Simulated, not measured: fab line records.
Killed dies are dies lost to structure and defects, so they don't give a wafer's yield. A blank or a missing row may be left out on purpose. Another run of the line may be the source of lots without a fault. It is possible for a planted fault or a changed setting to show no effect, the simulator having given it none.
One fault through the eyes of 2 desks    flow rit_cmos    numbers are kept per desk, each desk with only its own; the story behind them comes last

FROM THE METROLOGY DESK
What the gauges read for every lot (on any tool): the sampled wafers with a number, averaged. Marked OUT: a lot whose mean sits more than 4 standard deviations from the usual mean, which makes it out of limits; the brackets give that distance.
Columns: A = NLDD_TW at RIT_NLDD_TW_MEAS_10, usual 2516; B = NLDD_RS at RIT_SDANNEAL_RS_MEAS_07, usual 151.7 ohm/sq
lot   first seen here  A               B
L715  day 2 18:53      2505            151.7
L717  day 3 05:16      2551            150.9
L718  day 3 08:51      2508            152.1
L719  day 3 15:02      2509            151.0
L721  day 4 00:03      2487            152.6
L722  day 4 05:32      2492            151.2
L723  day 4 09:44      1561 (-42) OUT  513.6 (+99 or more) OUT
L724  day 4 20:48      2556            151.2
L725  day 4 21:09      1548 (-42) OUT  515.0 (+99 or more) OUT
L726  day 5 01:59      2493            151.7
L733  day 6 17:44      2504            151.3
L736  day 7 03:35      2498            152.1
L737  day 7 07:53      2513            152.0
L738  day 7 13:25      2539            152.3
Finding of this desk: L723, L725 out of limits, first seen on L723 at day 4 09:44 (NLDD_TW at RIT_NLDD_TW_MEAS_10). L715, L717, L718, L719, L721, L722, L724, L726, L733, L736, L737, L738 stayed within limits.

DESK OF THE TOOL OWNER: implanter-03
The tool's own readings at RIT_NLDD_IMPLANT_08, given as means over the sampled wafers that have a number, one for each lot that went through this tool. Marked OUT: a lot whose mean sits more than 4 standard deviations from the usual mean, which makes it out of limits; the brackets give that distance.
Columns: A = dose_ions_cm2 at RIT_NLDD_IMPLANT_08, usual 5e+14; B = end_station_pressure_torr at RIT_NLDD_IMPLANT_08, usual 6.2e-06 Torr; C = faraday_current_uA at RIT_NLDD_IMPLANT_08, usual 1569
lot   first seen here  A                        B        C
L718  day 3 08:31      5e+14                    6.5e-06  1581
L721  day 3 23:43      5e+14                    6.2e-06  1589
L723  day 4 09:24      1e+14 (-99 or more) OUT  5.4e-06  314 (-42) OUT
L725  day 4 20:49      1e+14 (-99 or more) OUT  5.0e-06  314 (-42) OUT
Finding of this desk: L723, L725 out of limits; the first was L723 at day 4 09:24, on dose_ions_cm2 at RIT_NLDD_IMPLANT_08. L718, L721 stayed within limits.

PUT TOGETHER
The tool owner's desk had the chance to raise an alarm at day 4 09:24 on L723, L725.
L723, L725 would have let the metrology desk raise an alarm at day 4 09:44.
On implanter-03, each named lot ran RIT_NLDD_IMPLANT_08.

WHAT THE SIMULATOR PUT IN
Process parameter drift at RIT_NLDD_IMPLANT_08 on implanter-03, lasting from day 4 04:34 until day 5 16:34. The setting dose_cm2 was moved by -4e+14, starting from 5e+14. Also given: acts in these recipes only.
Struck lots among those shown: L723, L725.
Fault start to first reading out of limits, in hours, per desk: tool owner, 5; metrology, 5.
